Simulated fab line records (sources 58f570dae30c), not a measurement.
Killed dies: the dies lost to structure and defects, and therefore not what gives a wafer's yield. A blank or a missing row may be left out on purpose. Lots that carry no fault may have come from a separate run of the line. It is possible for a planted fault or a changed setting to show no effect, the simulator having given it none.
2 desks looking at one fault || flow berkeley cmos170 || each desk holds nothing but its own numbers, with what lay behind them at the end

== FROM THE METROLOGY DESK ==
What the gauges read for every lot (on any tool): the sampled wafers with a number, averaged. Any lot whose mean is over 4 standard deviations away from the usual mean is out of limits and marked OUT; that distance is given in the brackets. Shown here are 7 of its 11 readings, the ones lying furthest out on some lot.
Columns: A = FIELD_OXIDE_LEFT_2_THK at UCB170_FIELD_THK_MEAS_91, usual 356 nm; B = GATE_OXIDE_THK at UCB170_GATE_THK_MEAS_02, usual 6.64 nm; C = GATE_POLY_THK at UCB170_GATE_THK_MEAS_05, usual 213.9 nm; D = cd nm at UCB170_GATE_CD_MEAS_12, usual 349.3 nm; E = GATE_OVL at UCB170_GATE_OVL_MEAS_13, usual 1 nm; F = cd nm at UCB170_GATE_CD_MEAS_90, usual 349.3 nm; G = PLDD_TW at UCB170_PLDD_TW_MEAS_11, usual 1010
{"lot": "L734", "first seen here": "day 6 18:02", "A": 344, "B": 6.65, "C": 214.0, "D": 347.8, "E": 0, "F": 347.8, "G": 1016}
{"lot": "L737", "first seen here": "day 7 02:07", "A": 355, "B": 6.54, "C": 213.6, "D": 348.3, "E": -1, "F": 348.9, "G": 1009}
{"lot": "L742", "first seen here": "day 7 18:32", "A": 348, "B": 6.65, "C": 212.8, "D": 347.7, "E": 4, "F": 347.4, "G": 999}
{"lot": "L741", "first seen here": "day 7 21:01", "A": 361, "B": 6.77, "C": 213.1, "D": 350.0, "E": 1, "F": 350.4, "G": 1004}
{"lot": "L740", "first seen here": "day 7 21:19", "A": 364, "B": 6.60, "C": 211.4, "D": 350.2, "E": -5, "F": 350.5, "G": 1014}
{"lot": "L750", "first seen here": "day 10 06:19", "A": 347, "B": 6.58, "C": 217.5, "D": 350.5, "E": -1, "F": 350.7, "G": 1011}
{"lot": "L752", "first seen here": "day 10 06:35", "A": 368, "B": 6.61, "C": 213.9, "D": 353.6, "E": 4, "F": 353.0, "G": 997}
This desk's finding: nothing out of limits on any of the 7 lots.

== TOOL OWNER'S DESK, furnace-04 ==
Per lot that ran on this tool, the mean of the sampled wafers carrying a number, from the tool's own readings at UCB170_GATE_ANNEAL_03 (time 1800 s). Any lot whose mean is over 4 standard deviations away from the usual mean is out of limits and marked OUT; that distance is given in the brackets.
Columns: A = spike tc load C at UCB170_GATE_ANNEAL_03, usual 927 C
{"lot": "L737", "first seen here": "day 7 12:17", "A": 924}
{"lot": "L740", "first seen here": "day 8 05:49", "A": 922}
{"lot": "L741", "first seen here": "day 8 05:49", "A": 924}
{"lot": "L742", "first seen here": "day 8 05:49", "A": 924}
This desk's finding: nothing out of limits on any of the 4 lots.

== ALL TOGETHER ==
The metrology desk saw nothing out of limits.
The desk of the tool owner found nothing out of limits.

== WHAT THE SIMULATOR HAD INSERTED ==
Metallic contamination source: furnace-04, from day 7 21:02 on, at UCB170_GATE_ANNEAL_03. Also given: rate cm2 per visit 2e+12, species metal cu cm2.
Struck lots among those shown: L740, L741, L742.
